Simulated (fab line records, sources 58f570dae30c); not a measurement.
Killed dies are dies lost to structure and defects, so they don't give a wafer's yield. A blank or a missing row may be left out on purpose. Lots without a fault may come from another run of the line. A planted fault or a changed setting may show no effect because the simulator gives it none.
fab line records | flow berkeley_cmos170
record lots=5 wafers=15 last_day=11
route steps=331 shown PFIELD@80 FIELD@89
lots that met no fault: from a run of the same line without faults
start_h: hours from the record's first day to the start of the lot's first wafer shown | wait_h: hours since the lot's step before | " the same as in the row above | L1.1+2: a row that stands for several wafers | - no value, or no start given | * or withheld: withheld | < > ~ a bound
route shown NAME@n: a module of which the file shows steps, and the number in the route of the first | usual: mean/standard deviation of fault-free wafers | same: alike in all rows | chamber/n: place in a boat | sites: the reading at each site | _std_site: their standard deviation | _edge_site: outer sites' mean less inner sites' | radius_mm: how far each site lies from the wafer's centre | mask NAME#n: copy n | behind: the tool/chamber that last shaped the wafer | hold: why the lot was held/for how many hours/how that ended | device: the transistor (n, p or np) that didn't switch | end of line: the same wafers' tests at the end of the route | a step without rows: its recipe alone | killed: dies lost to structure and defects at the first sort, not the wafer's yield | map: a wafer's dies, x killed, . not, _ none there
set.NAME: the setting as run; set.NAME@STEP: as run at that earlier step | model.NAME: the simulator's own value behind a step, which no gauge read
lots at some steps of the route; a table a step, a row a wafer
services: from which hour (start_h, from the record's first day; less than 0 if before it) a tool's chamber was out of use, for how many hours, and why
## steps
# step UCB170_PFIELD_COAT_01
# recipe resist=KrF spin_rpm=1500 resist_thk_nm=900
# columns lot.wafer tool chamber start_h wait_h
L076.1+3+6 litho_track-03 0 95.72 0.1
L079.1+4+6 litho_track-03 0 107.45 0.1
L082.2+5+6 litho_track-02 0 124.53 0.1
L084.2+4+6 litho_track-03 0 132.05 0.1
L090.3+5+6 litho_track-03 0 159.93 0.1
# step UCB170_PFIELD_SOFTBAKE_02
# recipe resist=KrF temp_c=130 time_s=60
# columns lot.wafer tool chamber start_h wait_h
L076.1+3+6 litho_track-03 0 95.87 0.1
L079.1+4+6 litho_track-03 0 107.60 0.1
L082.2+5+6 litho_track-02 0 124.68 0.1
L084.2+4+6 litho_track-03 0 132.20 0.1
L090.3+5+6 litho_track-03 0 160.08 0.1
# step UCB170_PFIELD_EXPOSE_03
# recipe mask_id=PFIELD na=0.5 sigma_outer=0.6 source_shape=conventional target_cd_nm=1500 dose_mj=30
# same na=0.5
# columns lot.wafer tool chamber start_h wait_h mask
L076.1+3+6 krf_scanner-01 0 96.15 0.2 PFIELD#0
L079.1+4+6 krf_scanner-01 0 107.88 0.2 PFIELD#0
L082.2+5+6 krf_scanner-02 0 125.01 0.3 PFIELD#0
L084.2+4+6 krf_scanner-02 0 132.35 0.1 PFIELD#0
L090.3+5+6 krf_scanner-01 0 160.22 0.1 PFIELD#0
# step UCB170_PFIELD_PEB_04
# recipe peb_temp_c=130 peb_time_s=withheld resist=KrF
# columns lot.wafer tool chamber start_h wait_h
L076.1+3+6 litho_track-02 0 96.42 0.3
L079.1+4+6 litho_track-04 0 108.38 0.5
L082.2+5+6 litho_track-04 0 125.14 0.1
L084.2+4+6 litho_track-04 0 132.57 0.2
L090.3+5+6 litho_track-02 0 160.67 0.4
# step UCB170_PFIELD_DEVELOP_05
# recipe developer=TMAH develop_time_s=45 resist=KrF dev_temp_c=21
# columns lot.wafer tool chamber start_h wait_h
L076.1+3+6 litho_track-02 0 - -
L079.1+4+6 litho_track-04 0 - -
L082.2+5+6 litho_track-04 0 - -
L084.2+4+6 litho_track-04 0 - -
L090.3+5+6 litho_track-02 0 - -
# step UCB170_PFIELD_OVL_MEAS_06
# usual PFIELD_OVL=0/5.2
# columns lot.wafer tool chamber start_h wait_h PFIELD_OVL[nm]
L076.1 overlay-02 - 96.70 - -3
L076.3 " - " " 5
L076.6 " - " " 3
L079.1 overlay-02 - 108.65 - 3
L079.4 " - " " -3
L079.6 " - " " -3
L082.2 overlay-02 - 125.40 - 0
L082.5 " - " " 12
L082.6 " - " " 9
L084.2 overlay-02 - 132.83 - 2
L084.4 " - " " 1
L084.6 " - " " 2
L090.3 overlay-01 - 160.91 - 3
L090.5 " - " " 1
L090.6 " - " " 3
# step UCB170_PFIELD_IMPLANT_07
# recipe species=B dose_cm2=2e+13 energy_kev=80 tilt_deg=7
# columns lot.wafer tool chamber start_h wait_h
L076.1+3+6 implanter-04 0 96.73 0.0
L079.1+4+6 implanter-02 0 108.69 0.0
L082.2+5+6 implanter-02 0 125.45 0.0
L084.2+4+6 implanter-02 0 132.88 0.0
L090.3+5+6 implanter-02 0 160.98 0.1
# step UCB170_PFIELD_STRIP_08
# recipe chemistry=O2 power_w=400 pressure_mtorr=3500 platen_temp_c=withheld o2_flow_sccm=400 overash_fraction=0.5
# usual drypump_motor_current_A=5.59/0.29 oes_product_au=0.735/0.0044 strip_time_to_endpoint_s=21.61/0.086
# columns lot.wafer tool chamber start_h wait_h drypump_motor_current_A oes_product_au rf_hours_counter_h strip_time_to_endpoint_s
L076.1 plasma_asher-03 1 96.88 0.1 5.93 0.732 36 21.64
L076.3 " 1 " " 5.95 0.727 - 21.71
L076.6 " 0 " " 5.73 0.737 - 21.62
L079.1 plasma_asher-02 1 108.84 0.1 5.93 0.739 41 21.70
L079.4 " 0 " " 5.67 0.742 - 21.66
L079.6 " 0 " " 5.68 0.743 - 21.63
L082.2 plasma_asher-03 0 125.58 0.1 5.71 0.735 38 21.48
L082.5 " 0 " " 5.73 0.736 - 21.47
L082.6 " 1 " " 5.96 0.733 - 21.45
L084.2 plasma_asher-04 0 133.01 0.1 5.45 0.731 35 21.69
L084.4 " 0 " " 5.43 0.735 - 21.69
L084.6 " 1 " " 5.18 0.729 - 21.72
L090.3 plasma_asher-04 0 161.12 0.1 5.44 0.734 - 21.65
L090.5 " 0 " " 5.45 0.733 - 21.74
L090.6 " 1 " " 5.18 0.741 - 21.61
# step UCB170_PFIELD_TW_MEAS_09
# usual PFIELD_TW=599/5.2
# columns lot.wafer tool chamber start_h wait_h PFIELD_TW
L076.1 film_metro-02 - 97.00 0.1 597
L076.3 " - " " 598
L076.6 " - " " 599
L079.1 film_metro-01 - 108.94 0.1 606
L079.4 " - " " 604
L079.6 " - " " 608
L082.2 film_metro-02 - 125.69 0.1 593
L082.5 " - " " 593
L082.6 " - " " 594
L084.2 film_metro-01 - 133.12 0.1 604
L084.4 " - " " 606
L084.6 " - " " 604
L090.3 film_metro-01 - 161.20 0.1 604
L090.5 " - " " 603
L090.6 " - " " 607
# step UCB170_FIELD_CLEAN_00
# recipe chemistry=dHF dilution=25:1 time_s=7.5
# columns lot.wafer tool chamber start_h wait_h
L076.1+3+6 wet_bench-03 0 98.38 1.4
L079.1+4+6 wet_bench-04 1 109.00 0.1
L082.2+5+6 wet_bench-03 2 125.74 0.0
L084.2+4+6 wet_bench-03 0 133.44 0.3
L090.3+5+6 wet_bench-04 1 161.24 0.0
# step UCB170_FIELD_OXIDATION_01
# recipe temp_c=1000 ambient=H2O p_h2o_torr=584.62 target_thk_a=5583 ox_time_s=7200
# usual spike_tc_source_C=1023.7/2.4 tube_center_temp_C=1000/0.078
# columns lot.wafer tool chamber start_h wait_h spike_tc_source_C tube_center_temp_C
L076.1 furnace-02 0 101.79 3.4 1029.0 999.76
L076.3 " 0 " " 1027.8 1000.2
L076.6 " 0 " " 1026.7 1000
L079.1 furnace-01 0 110.06 1.0 1023.0 1000
L079.4 " 0 " " 1021.6 1000.1
L079.6 " 0 " " 1022.6 1000
L082.2 furnace-01 0 128.74 3.0 1022.5 1000.1
L082.5 " 0 " " 1021.3 1000.1
L082.6 " 0 " " 1024.2 999.96
L084.2 furnace-03 0 135.26 1.8 1024.7 1000.1
L084.4 " 0 " " 1023.0 999.88
L084.6 " 0 " " 1023.8 1000
L090.3 furnace-03 0 166.19 4.9 1024.0 999.93
L090.5 " 0 " " 1022.4 1000.1
L090.6 " 0 " " 1023.2 999.97
# step UCB170_FIELD_THK_MEAS_02
# recipe reads=SiO2_of_FIELD_OXIDATION_01
# usual FIELD_OXIDE_THK=561/10
# columns lot.wafer tool chamber start_h wait_h FIELD_OXIDE_THK[nm]
L076.1 film_metro-02 - 104.79 0.0 548
L076.3 " - " " 557
L076.6 " - " " 556
L079.1 film_metro-03 - 113.06 0.0 557
L079.4 " - " " 550
L079.6 " - " " 554
L082.2 film_metro-04 - 131.75 0.0 540
L082.5 " - " " 539
L082.6 " - " " 547
L084.2 film_metro-02 - 138.27 0.0 562
L084.4 " - " " 563
L084.6 " - " " 556
L090.3 film_metro-02 - 169.21 0.0 550
L090.5 " - " " 555
L090.6 " - " " 551
# step UCB170_FIELD_ANNEAL_03
# recipe temp_c=1000 time_s=1200 ambient=N2
# usual spike_tc_source_C=1023.8/2.4 tube_center_temp_C=1000/0.087
# columns lot.wafer tool chamber start_h wait_h spike_tc_source_C tube_center_temp_C
L076.1 furnace-03 0 106.20 1.4 1023.7 999.91
L076.3 " 0 " " 1023.8 1000
L076.6 " 0 " " 1023.1 1000
L079.1 furnace-01 0 116.06 3.0 1024.2 999.99
L079.4 " 0 " " 1022.5 999.97
L079.6 " 0 " " 1023.2 1000.1
L082.2 furnace-01 0 134.49 2.7 1021.3 999.91
L082.5 " 0 " " 1022.3 999.88
L082.6 " 0 " " 1023.0 999.89
L084.2 furnace-02 0 145.17 6.9 1027.0 999.91
L084.4 " 0 " " 1028.4 999.88
L084.6 " 0 " " 1029.0 999.95
L090.3 furnace-03 0 172.69 3.5 1022.7 1000.1
L090.5 " 0 " " 1022.2 1000.1
L090.6 " 0 " " 1023.4 999.99
# step UCB170_FIELD_WET_ETCH_04
# recipe chemistry=dHF dilution=10:1 target=SiO2 temp_c=25 time_s=60
# columns lot.wafer tool chamber start_h wait_h
L076.1+3+6 wet_bench-04 3 107.53 0.0
L079.1+4+6 wet_bench-04 0 117.39 0.0
L082.2+5+6 wet_bench-04 1 135.99 0.2
L084.2+4+6 wet_bench-03 2 146.51 0.0
L090.3+5+6 wet_bench-04 3 174.03 0.0
# step UCB170_FIELD_WET_ETCH_05
# recipe chemistry=H3PO4 target=Si3N4 temp_c=160 time_s=12600
# columns lot.wafer tool chamber start_h wait_h
L076.1+3+6 wet_bench-03 0 107.56 0.0
L079.1+4+6 wet_bench-02 0 117.41 0.0
L082.2+5+6 wet_bench-04 2 136.02 0.0
L084.2+4+6 wet_bench-04 3 146.54 0.0
L090.3+5+6 wet_bench-03 0 174.05 0.0
# step UCB170_FIELD_WET_ETCH_06
# recipe chemistry=BOE dilution=5:1 target=SiO2 temp_c=25 time_s=22
# columns lot.wafer tool chamber start_h wait_h
L076.1+3+6 wet_bench-04 3 111.06 0.0
L079.1+4+6 wet_bench-02 3 121.24 0.0
L082.2+5+6 wet_bench-03 2 139.53 0.0
L084.2+4+6 wet_bench-02 2 150.04 0.0
L090.3+5+6 wet_bench-04 0 177.88 0.0
## services
# columns tool chamber start_h hours kind
plasma_asher-02 - 71.74 2.8 repair
krf_scanner-01 0 76.95 - calibration
krf_scanner-01 - 87.96 1.0 pm
furnace-03 - 89.70 10.8 repair
krf_scanner-02 0 91.00 - calibration
krf_scanner-02 - 103.10 0.8 repair
krf_scanner-01 - 104.03 3.0 pm
krf_scanner-01 - 124.68 4.0 pm
plasma_asher-04 - 137.57 0.8 repair
furnace-01 - 141.67 3.9 pm
wet_bench-03 - 149.18 1.0 repair
krf_scanner-01 - 151.63 0.8 pm
krf_scanner-01 - 152.38 4.4 pm
furnace-02 - 163.07 3.0 pm
krf_scanner-02 - 163.27 0.8 repair
krf_scanner-02 - 170.00 0.8 pm
## key
fault none
